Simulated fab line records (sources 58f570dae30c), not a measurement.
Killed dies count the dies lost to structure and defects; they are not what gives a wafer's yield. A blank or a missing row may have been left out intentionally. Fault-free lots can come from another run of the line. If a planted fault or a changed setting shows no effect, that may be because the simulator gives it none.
fab line records -- flow berkeley_cmos170
[record] lots = 14, wafers = 42, last_day = 11
route steps=331 shown PLDD@152 CONTACT@224 V1@255
lots that met no fault: taken from a fault-free run of the same line
start_h: hours from the record's first day to the start of the lot's first wafer shown -- wait_h: time in hours since the lot's previous step -- " repeats the value in the row above -- L1.1+2: one row covering several wafers at once -- - value missing, or start not given -- * or withheld: withheld -- < > ~ a bound
route shown NAME@n: NAME is a module with steps in the file, n the number in the route of the first one -- usual: mean and standard deviation over wafers with no fault -- same: alike in all rows -- chamber/n: place in a boat -- sites: the reading at each site -- _std_site: their standard deviation -- _edge_site: mean of outer sites minus mean of inner sites -- radius_mm: for every site, how far away it sits from the centre of the wafer -- mask NAME#n: copy n -- behind: tool/chamber where the wafer was last shaped -- hold: cause of the lot's hold/its duration in hours/its outcome -- device: whichever transistor did not switch (one of n, p or np) -- end of line: the route-end tests of the same wafers -- a step with no rows: only its recipe -- killed: at the first sort, the dies lost to defects and structure; wafer yield is something else -- map: per-die view of a wafer (x killed, . not killed, _ where there is no die)
set.NAME: the run value of the setting; set.NAME@STEP: its run value at that earlier step -- model.NAME: the simulator's own value behind a step, which no gauge read
one table for each step of the route and one row for each wafer, over a sample of lots
services: a tool's chamber out of use, with start hour (start_h, from the record's first day; less than 0 if before it), hours out, and reason
[[steps]]
[step UCB170_PLDD_OVL_MEAS_07]
[usual] PLDD_OVL = -3/5.6
lot.wafer,tool,chamber,start_h,wait_h,PLDD_OVL[nm]
L372.3,overlay-02,-,121.60,0.1,-2
L372.4,overlay-02,-,121.60,0.1,1
L372.6,overlay-02,-,121.60,0.1,2
L371.2,overlay-02,-,126.77,0.1,0
L371.4,overlay-02,-,126.77,0.1,4
L371.6,overlay-02,-,126.77,0.1,-4
L374.3,overlay-02,-,133.42,0.1,-3
L374.4,overlay-02,-,133.42,0.1,-6
L374.5,overlay-02,-,133.42,0.1,5
L380.1,overlay-02,-,151.70,0.1,-2
L380.3,overlay-02,-,151.70,0.1,-8
L380.6,overlay-02,-,151.70,0.1,0
L376.1,overlay-01,-,151.98,0.1,-11
L376.2,overlay-01,-,151.98,0.1,-9
L376.3,overlay-01,-,151.98,0.1,-5
L375.2,overlay-01,-,152.60,0.1,-4
L375.3,overlay-01,-,152.60,0.1,2
L375.6,overlay-01,-,152.60,0.1,-5
L382.2,overlay-01,-,165.11,0.1,-10
L382.5,overlay-01,-,165.11,0.1,-8
L382.6,overlay-01,-,165.11,0.1,-12
L384.2,overlay-01,-,171.44,0.1,-9
L384.3,overlay-01,-,171.44,0.1,-8
L384.5,overlay-01,-,171.44,0.1,-14
L385.3,overlay-02,-,187.67,0.1,1
L385.5,overlay-02,-,187.67,0.1,0
L385.6,overlay-02,-,187.67,0.1,-6
L389.1,overlay-02,-,198.64,0.1,-10
L389.2,overlay-02,-,198.64,0.1,-10
L389.4,overlay-02,-,198.64,0.1,-13
L391.4,overlay-01,-,211.23,0.1,3
L391.5,overlay-01,-,211.23,0.1,-3
L391.6,overlay-01,-,211.23,0.1,9
L393.3,overlay-01,-,225.41,0.1,-8
L393.4,overlay-01,-,225.41,0.1,-3
L393.5,overlay-01,-,225.41,0.1,-2
L392.1,overlay-01,-,225.67,0.1,-3
L392.2,overlay-01,-,225.67,0.1,6
L392.3,overlay-01,-,225.67,0.1,-2
L390.2,overlay-01,-,225.85,0.1,-2
L390.3,overlay-01,-,225.85,0.1,-15
L390.5,overlay-01,-,225.85,0.1,-5
[step UCB170_PLDD_IMPLANT_08]
[recipe] species = BF2, dose_cm2 = 5e+13, energy_kev = 10, tilt_deg = 7, rotation_deg = 0
[usual] tilt_deg = 6.997/0.019
lot.wafer,tool,chamber,start_h,wait_h,tilt_deg
L372.3,implanter-01,0,121.67,0.1,7.028
L372.4,implanter-01,0,121.67,0.1,7.011
L372.6,implanter-01,0,121.67,0.1,7.024
L371.2,implanter-04,0,126.82,0.0,7.000
L371.4,implanter-04,0,126.82,0.0,6.960
L371.6,implanter-04,0,126.82,0.0,6.984
L374.3,implanter-01,0,133.49,0.1,7.006
L374.4,implanter-01,0,133.49,0.1,6.977
L374.5,implanter-01,0,133.49,0.1,6.982
L380.1,implanter-04,0,151.74,0.0,7.001
L380.3,implanter-04,0,151.74,0.0,6.998
L380.6,implanter-04,0,151.74,0.0,7.004
L376.1,implanter-01,0,152.01,0.0,6.989
L376.2,implanter-01,0,152.01,0.0,6.974
L376.3,implanter-01,0,152.01,0.0,7.006
L375.2,implanter-04,0,152.65,0.0,8.368
L375.3,implanter-04,0,152.65,0.0,8.341
L375.6,implanter-04,0,152.65,0.0,8.367
L382.2,implanter-04,0,165.16,0.0,8.366
L382.5,implanter-04,0,165.16,0.0,8.363
L382.6,implanter-04,0,165.16,0.0,8.335
L384.2,implanter-03,0,171.50,0.0,7.032
L384.3,implanter-03,0,171.50,0.0,7.024
L384.5,implanter-03,0,171.50,0.0,6.992
L385.3,implanter-01,0,187.75,0.1,6.985
L385.5,implanter-01,0,187.75,0.1,6.980
L385.6,implanter-01,0,187.75,0.1,6.987
L389.1,implanter-01,0,198.67,0.0,7.008
L389.2,implanter-01,0,198.67,0.0,6.982
L389.4,implanter-01,0,198.67,0.0,6.989
L391.4,implanter-01,0,211.33,0.1,7.019
L391.5,implanter-01,0,211.33,0.1,7.011
L391.6,implanter-01,0,211.33,0.1,7.021
L393.3,implanter-04,0,225.48,0.1,7.018
L393.4,implanter-04,0,225.48,0.1,6.977
L393.5,implanter-04,0,225.48,0.1,6.986
L392.1,implanter-03,0,225.71,0.0,7.042
L392.2,implanter-03,0,225.71,0.0,7.015
L392.3,implanter-03,0,225.71,0.0,7.025
L390.2,implanter-01,0,225.91,0.0,6.964
L390.3,implanter-01,0,225.91,0.0,7.024
L390.5,implanter-01,0,225.91,0.0,6.986
[step UCB170_SDANNEAL_RS_MEAS_04]
[recipe] thk_meas_gauge = four-point-probe
[usual] PLDD_RS = 1032/3.3
lot.wafer,tool,chamber,start_h,wait_h,PLDD_RS[ohm/sq]
L372.3,film_metro-02,-,139.33,0.1,1036
L372.4,film_metro-02,-,139.33,0.1,1036
L372.6,film_metro-02,-,139.33,0.1,1036
L371.2,film_metro-01,-,140.25,0.1,1031
L371.4,film_metro-01,-,140.25,0.1,1028
L371.6,film_metro-01,-,140.25,0.1,1032
L374.3,film_metro-03,-,148.91,0.1,1029
L374.4,film_metro-03,-,148.91,0.1,1030
L374.5,film_metro-03,-,148.91,0.1,1029
L380.1,film_metro-01,-,166.66,0.1,1033
L380.3,film_metro-01,-,166.66,0.1,1032
L380.6,film_metro-01,-,166.66,0.1,1028
L376.1,film_metro-03,-,166.98,0.1,1032
L376.2,film_metro-03,-,166.98,0.1,1033
L376.3,film_metro-03,-,166.98,0.1,1031
L375.2,film_metro-03,-,168.01,0.1,-
L375.3,film_metro-03,-,168.01,0.1,-
L375.6,film_metro-03,-,168.01,0.1,-
L382.2,film_metro-02,-,177.64,0.1,-
L382.5,film_metro-02,-,177.64,0.1,-
L382.6,film_metro-02,-,177.64,0.1,-
L384.2,film_metro-03,-,185.53,0.1,1032
L384.3,film_metro-03,-,185.53,0.1,1033
L384.5,film_metro-03,-,185.53,0.1,1032
L385.3,film_metro-01,-,202.71,0.1,1027
L385.5,film_metro-01,-,202.71,0.1,1026
L385.6,film_metro-01,-,202.71,0.1,1029
L389.1,film_metro-01,-,210.05,0.1,1025
L389.2,film_metro-01,-,210.05,0.1,1031
L389.4,film_metro-01,-,210.05,0.1,1030
L391.4,film_metro-03,-,221.55,0.1,1027
L391.5,film_metro-03,-,221.55,0.1,1028
L391.6,film_metro-03,-,221.55,0.1,1026
L393.3,film_metro-03,-,238.53,0.1,1030
L393.4,film_metro-03,-,238.53,0.1,1032
L393.5,film_metro-03,-,238.53,0.1,1028
L392.1,film_metro-02,-,238.66,0.1,1032
L392.2,film_metro-02,-,238.66,0.1,1032
L392.3,film_metro-02,-,238.66,0.1,1035
L390.2,film_metro-03,-,238.99,0.1,1032
L390.3,film_metro-03,-,238.99,0.1,1034
L390.5,film_metro-03,-,238.99,0.1,1033
[step UCB170_CONTACT_RTA_08]
[recipe] temp_c = 900, time_s = 10, ambient = N2
[usual] lamp_power_pct = 24.0/1.7, wafer_temp_C_max = 904.0/0.87
lot.wafer,tool,chamber,start_h,wait_h,lamp_power_pct,wafer_temp_C_max
L371.2,rtp_anneal-02,0,144.00,0.0,22.4,903.4
L371.4,rtp_anneal-02,0,144.00,0.0,22.4,903.3
L371.6,rtp_anneal-02,0,144.00,0.0,22.4,903.0
L372.3,rtp_anneal-02,0,144.66,0.0,22.4,902.9
L372.4,rtp_anneal-02,0,144.66,0.0,22.4,903.7
L372.6,rtp_anneal-02,0,144.66,0.0,22.4,903.4
L374.3,rtp_anneal-02,0,154.94,0.0,22.4,903.7
L374.4,rtp_anneal-02,0,154.94,0.0,22.4,904.4
L374.5,rtp_anneal-02,0,154.94,0.0,22.4,902.9
L380.1,rtp_anneal-01,0,170.74,0.0,25.9,903.1
L380.3,rtp_anneal-01,0,170.74,0.0,25.9,905.4
L380.6,rtp_anneal-01,0,170.74,0.0,25.9,904.4
L376.1,rtp_anneal-02,0,170.81,0.0,22.4,903.1
L376.2,rtp_anneal-02,0,170.81,0.0,22.4,904.4
L376.3,rtp_anneal-02,0,170.81,0.0,22.4,903.5
L375.2,rtp_anneal-01,0,172.53,0.0,25.9,904.6
L375.3,rtp_anneal-01,0,172.53,0.0,25.8,904.3
L375.6,rtp_anneal-01,0,172.53,0.0,25.9,905.2
L382.2,rtp_anneal-02,0,181.17,0.0,22.4,903.9
L382.5,rtp_anneal-02,0,181.17,0.0,22.4,903.8
L382.6,rtp_anneal-02,0,181.17,0.0,22.4,904.2
L384.2,rtp_anneal-02,0,189.28,0.0,22.4,902.8
L384.3,rtp_anneal-02,0,189.28,0.0,22.4,902.8
L384.5,rtp_anneal-02,0,189.28,0.0,22.4,903.3
L385.3,rtp_anneal-02,0,207.09,0.0,22.4,903.2
L385.5,rtp_anneal-02,0,207.09,0.0,22.4,903.5
L385.6,rtp_anneal-02,0,207.09,0.0,22.4,902.9
L389.1,rtp_anneal-01,0,216.21,0.0,25.9,904.3
L389.2,rtp_anneal-01,0,216.21,0.0,25.9,906.2
L389.4,rtp_anneal-01,0,216.21,0.0,25.8,903.9
L391.4,rtp_anneal-02,0,224.92,0.0,22.4,904.1
L391.5,rtp_anneal-02,0,224.92,0.0,22.4,904.4
L391.6,rtp_anneal-02,0,224.92,0.0,22.4,903.4
L393.3,rtp_anneal-01,0,241.92,0.0,25.9,903.2
L393.4,rtp_anneal-01,0,241.92,0.0,25.8,904.4
L393.5,rtp_anneal-01,0,241.92,0.0,25.8,903.6
L392.1,rtp_anneal-02,0,242.07,0.0,22.4,903.4
L392.2,rtp_anneal-02,0,242.07,0.0,22.4,903.8
L392.3,rtp_anneal-02,0,242.07,0.0,22.4,903.8
L390.2,rtp_anneal-01,0,244.01,0.0,25.9,904.1
L390.3,rtp_anneal-01,0,244.01,0.0,25.8,903.6
L390.5,rtp_anneal-01,0,244.01,0.0,25.9,905.1
[step UCB170_V1_THK_MEAS_01]
[recipe] reads = SiO2_of_V1_CVD_00
[usual] V1_TEOS_THK = 1977/33
lot.wafer,tool,chamber,start_h,wait_h,V1_TEOS_THK[nm]
L371.2,film_metro-01,-,151.10,0.1,1922
L371.4,film_metro-01,-,151.10,0.1,1968
L371.6,film_metro-01,-,151.10,0.1,1992
L372.3,film_metro-03,-,151.42,0.1,1946
L372.4,film_metro-03,-,151.42,0.1,1980
L372.6,film_metro-03,-,151.42,0.1,1947
L374.3,film_metro-04,-,165.25,0.1,1915
L374.4,film_metro-04,-,165.25,0.1,2016
L374.5,film_metro-04,-,165.25,0.1,1989
L380.1,film_metro-03,-,178.65,0.1,1966
L380.3,film_metro-03,-,178.65,0.1,1942
L380.6,film_metro-03,-,178.65,0.1,1998
L376.1,film_metro-04,-,178.69,0.1,2004
L376.2,film_metro-04,-,178.69,0.1,2008
L376.3,film_metro-04,-,178.69,0.1,1963
L375.2,film_metro-01,-,181.24,0.1,1937
L375.3,film_metro-01,-,181.24,0.1,1952
L375.6,film_metro-01,-,181.24,0.1,1974
L382.2,film_metro-04,-,191.49,0.1,1988
L382.5,film_metro-04,-,191.49,0.1,2020
L382.6,film_metro-04,-,191.49,0.1,2014
L384.2,film_metro-01,-,199.17,0.1,1995
L384.3,film_metro-01,-,199.17,0.1,1998
L384.5,film_metro-01,-,199.17,0.1,2039
L385.3,film_metro-03,-,214.77,0.1,1970
L385.5,film_metro-03,-,214.77,0.1,1997
L385.6,film_metro-03,-,214.77,0.1,1975
L389.1,film_metro-01,-,222.25,0.1,1939
L389.2,film_metro-01,-,222.25,0.1,2003
L389.4,film_metro-01,-,222.25,0.1,2042
L391.4,film_metro-04,-,235.10,0.0,2030
L391.5,film_metro-04,-,235.10,0.0,1968
L391.6,film_metro-04,-,235.10,0.0,1960
L393.3,film_metro-03,-,250.43,0.1,1989
L393.4,film_metro-03,-,250.43,0.1,1955
L393.5,film_metro-03,-,250.43,0.1,1936
L392.1,film_metro-01,-,250.49,0.2,1969
L392.2,film_metro-01,-,250.49,0.2,1939
L392.3,film_metro-01,-,250.49,0.2,1999
L390.2,film_metro-04,-,250.58,0.1,2009
L390.3,film_metro-04,-,250.58,0.1,1916
L390.5,film_metro-04,-,250.58,0.1,1926
[[services]]
tool,chamber,start_h,hours,kind
implanter-01,-,127.94,1.4,repair
implanter-03,-,147.51,4.6,pm
implanter-04,-,184.56,3.4,pm
implanter-03,-,192.75,3.1,repair
rtp_anneal-02,-,208.80,2.1,pm
implanter-03,-,227.16,1.9,repair
implanter-01,-,233.57,2.6,repair
[[key]]
[first_sign] step = UCB170_PLDD_IMPLANT_08, reading = tilt_deg, direction = up, sigmas = 72, usual = 6.997, struck = 8.357
[effect] step = UCB170_SDANNEAL_RS_MEAS_04, reading = PLDD_RS, direction = missing
met_at UCB170_PLDD_IMPLANT_08
struck_lots L375,L382
tester_left_out L375,L382
not_acting_at UCB170_PLDD_OVL_MEAS_07,UCB170_CONTACT_RTA_08,UCB170_V1_THK_MEAS_01
onset_between 151.74 152.65
[fault] kind = process_parameter_drift, tool = implanter-04, chamber = -, onset_h = 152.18, steps = UCB170_PLDD_IMPLANT_08, channel = tilt_deg, offset = 1.3603, shape = step, end_h = 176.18, acts_in = these_recipes_only, stated = 7
// tester_left_out: of these lots the tester's yield and bins aren't shown, on N5 and GAA mostly nor the transistor test; their killed dies are dies lost to structure and defects alone, not to doping, threshold or leakage, so they don't give the yield
